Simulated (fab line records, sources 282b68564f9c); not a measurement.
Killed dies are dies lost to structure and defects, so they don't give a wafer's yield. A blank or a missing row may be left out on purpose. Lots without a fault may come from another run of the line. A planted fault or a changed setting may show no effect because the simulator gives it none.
Split-lot experiment | flow rit_cmos | 5 lots, 23 wafers read, on a route of 202 steps

THE SPLIT
At RIT_PLDD_IMPLANT_08, the setting energy_kev was moved away from the recipe's 20 on 8 of the 23 wafers read, by -5.2% to -2.3%. The other wafers ran this setting at the recipe's value.

FROM THE SPLIT TO THE READING: what the file shows between them, 2 steps
- RIT_SDANNEAL_CLEAN_02: cleans in SC2, time 600 s (also split here: time_s)
- RIT_SDANNEAL_RTA_03: time 5 s

THE READING
PLDD_RS, in ohm/sq, at RIT_SDANNEAL_RS_MEAS_06 (measures by four-point-probe). Fault-free wafers of this fab line usually give 178.6 ohm/sq, standard deviation 0.48 ohm/sq.

wafer  | tool, chamber at the split | energy_kev as run | against the recipe | PLDD_RS, ohm/sq | against lot-mates on the recipe
L074.2 | implanter-04, 0            | 19.42             | -2.9%              | 180.6           | +1.9
L074.3 | implanter-04, 0            | 20                | recipe             | 178.8           | -
L074.4 | implanter-04, 0            | 19.42             | -2.9%              | 181.1           | +2.4
L074.5 | implanter-04, 0            | 20                | recipe             | 178.6           | -
L074.6 | implanter-04, 0            | 19.42             | -2.9%              | 180.7           | +2.0
L075.1 | implanter-02, 0            | 20                | recipe             | 177.4           | -
L075.4 | implanter-02, 0            | 20                | recipe             | 177.7           | -
L075.6 | implanter-02, 0            | 20                | recipe             | 177.6           | -
L076.1 | implanter-04, 0            | 20                | recipe             | 178.6           | -
L076.2 | implanter-04, 0            | 20                | recipe             | 178.4           | -
L076.3 | implanter-04, 0            | 20                | recipe             | 179.1           | -
L076.4 | implanter-04, 0            | 20                | recipe             | 179.3           | -
L076.5 | implanter-04, 0            | 20                | recipe             | 178.9           | -
L081.1 | implanter-01, 0            | 19.53             | -2.3%              | 180.9           | +2.1
L081.3 | implanter-01, 0            | 20                | recipe             | 178.9           | -
L081.4 | implanter-01, 0            | 19.53             | -2.3%              | 180.2           | +1.4
L081.5 | implanter-01, 0            | 20                | recipe             | 178.6           | -
L081.6 | implanter-01, 0            | 20                | recipe             | 178.8           | -
L083.1 | implanter-02, 0            | 18.95             | -5.2%              | 182.6           | +3.6
L083.2 | implanter-02, 0            | 20                | recipe             | 178.9           | -
L083.3 | implanter-02, 0            | 20                | recipe             | 179.1           | -
L083.4 | implanter-02, 0            | 18.95             | -5.2%              | 182.8           | +3.8
L083.5 | implanter-02, 0            | 18.95             | -5.2%              | 182.3           | +3.3

THE FIT
A straight line over all 23 wafers: PLDD_RS changes by -0.765 ohm/sq for each +1% of energy_kev; r = -0.95; the points scatter about the line by 0.5 ohm/sq.
The same after taking each lot's own level away (the mean of its wafers on the recipe; 23 wafers): -0.692 ohm/sq for each +1%; r = -0.98; scatter 0.24 ohm/sq.
On that fit, the largest move of energy_kev shifts the reading by 3.6 ohm/sq.
The lots' own levels span 177.57 to 179.00 ohm/sq, that is 3.0 times the standard deviation above.
So the lot-to-lot level changes the slope: the two fits differ.
Check: with one of the wafers moved furthest among these (-5.2%) left out of the fit, the line predicts +3.67 ohm/sq for it against its lot-mates. It came out at +3.6 ohm/sq against them.

OTHER SPLITS ON THESE WAFERS
These wafers also went through other splits before the reading. Each is held against what the fit with the lots' levels taken away leaves over:
other split on the same wafers     | wafers away from the commonest value | r with PLDD_RS (lot level and that fit taken away)
RIT_GATE_CLEAN_01 time_s           | 15                                   | +0.07
RIT_GATE_CVD_08 time_s             | 15                                   | +0.02
RIT_GATE_DEVELOP_15 develop_time_s | 7                                    | +0.34
RIT_SDANNEAL_CLEAN_02 time_s       | 15                                   | +0.05

THE WHOLE CHAIN: every reading that the file lists as answering this split, in the file's order
step                    | what it does                 | reading                                                         | change (the file's fit)               | r (the file's)
RIT_PLDD_IMPLANT_08     |                              | implant.rp_nm (the simulator's own value, which no gauge read)  | +0.137 nm for each +1% of the setting | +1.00
RIT_PLDD_IMPLANT_08     |                              | implant.drp_nm (the simulator's own value, which no gauge read) | +0.069 nm for each +1% of the setting | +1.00
RIT_SDANNEAL_RS_MEAS_06 | measures by four-point-probe | PLDD_RS                                                         | -0.693 for each +1% of the setting    | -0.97

THE FILE'S OWN FIT
PLDD_RS changes by -0.693 ohm/sq for each +1% of energy_kev, r = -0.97.
